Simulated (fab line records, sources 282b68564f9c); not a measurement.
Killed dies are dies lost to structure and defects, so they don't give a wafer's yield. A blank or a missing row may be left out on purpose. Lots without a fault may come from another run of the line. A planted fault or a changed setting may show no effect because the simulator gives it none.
A struck lot beside a sound one | flow rit_cmos | 15 steps out of a route of 202
Sound: wafers L863.2, L863.3, L863.4. Struck: wafers L869.1, L869.4, L869.6. The cause comes at the end.
At each step with rows: each side's tool, then ch and its chambers, then its first start. Under that, the readings that differ: sound wafers | struck wafers | difference of the means | sigmas: that difference in standard deviations of wafers without a fault.
alike: readings whose means differ by less than 2 such deviations, and words and numbers that are the same on both sides. not compared: withheld readings, readings that some wafer has no value for, bounds like >300 that may hide the same value, and numbers for which the record gives no deviation and whose values overlap.
The two part at a step that has a row with sigmas, a row that says differs or no value, or rows on one side only. Numbers that don't overlap but have no deviation are shown without sigmas and don't part them. A reading that every wafer of one side lacks parts them only if that side has two wafers or more.

first, 1 step without rows for these wafers: RIT_NSD_IMPLANT_08.
RIT_NSD_STRIP_09: strips in O2, time 180 s.
  sound on plasma_asher-01 ch 0,1, day 3 04:55; struck on plasma_asher-01 ch 0,1, day 4 23:41
  alike: chamber_pressure_mTorr, drypump_motor_current_A
  not compared: rf_hours_counter_h
RIT_NSD_TW_MEAS_10:
  sound on film_metro-04, day 3 05:07; struck on film_metro-04, day 4 23:52
  alike: NSD_TW
then, 6 steps without rows for these wafers: RIT_PSD_HMDS_00 (prime time 60 s); RIT_PSD_COAT_01 (resist thk 1000 nm); RIT_PSD_SOFTBAKE_02 (time 60 s); RIT_PSD_EXPOSE_03 (exposes mask M10, target cd 40900 nm); RIT_PSD_PEB_04; RIT_PSD_DEVELOP_05 (develop time 50 s).
RIT_PSD_OVL_MEAS_06:
  sound on overlay-02, day 3 06:01; struck on overlay-01, day 5 00:54
  alike: PSD_OVL
then, 2 steps without rows for these wafers: RIT_PSD_HARDBAKE_07 (time 60 s); RIT_PSD_IMPLANT_08.
RIT_PSD_STRIP_09: strips in O2, time 180 s.
  sound on plasma_asher-01 ch 0,1, day 3 06:20; struck on plasma_asher-04 ch 0,1, day 5 01:20
  no value came back on the struck wafers for chamber_pressure_mTorr (mTorr), drypump_motor_current_A (A); on the sound wafers chamber_pressure_mTorr (mTorr) reads 4007 4001 4002
  reading                                  | sound | struck          | difference | sigmas
  model.NOVOLAK_of_PSD_COAT_01.thk_nm (nm) | 0 0 0 | 891 887.5 889.6 | +889       |
  not compared: rf_hours_counter_h
RIT_PSD_TW_MEAS_10:
  sound on film_metro-02, day 3 06:32; struck on film_metro-04, day 5 01:31
  alike: PSD_TW
RIT_M1_PROBE_99:
  sound on prober-01, day 3 14:35; struck on prober-01, day 5 09:37
  reading             | sound  | struck      | difference | sigmas
  killed_at_front_end | 4 5 12 | 264 264 264 | +257       | +83
  killed_dies         | 4 5 13 | 264 264 264 | +257       | +83
  killed_on_rim       | 1 1 1  | 70 70 70    | +69        | +53
  alike: killed_at_M0_to_M3, killed_at_contacts, killed_open, killed_short

WHERE THEY PART
First at RIT_PSD_STRIP_09; last, within this record, at RIT_M1_PROBE_99.

WHY: what the simulator had put in
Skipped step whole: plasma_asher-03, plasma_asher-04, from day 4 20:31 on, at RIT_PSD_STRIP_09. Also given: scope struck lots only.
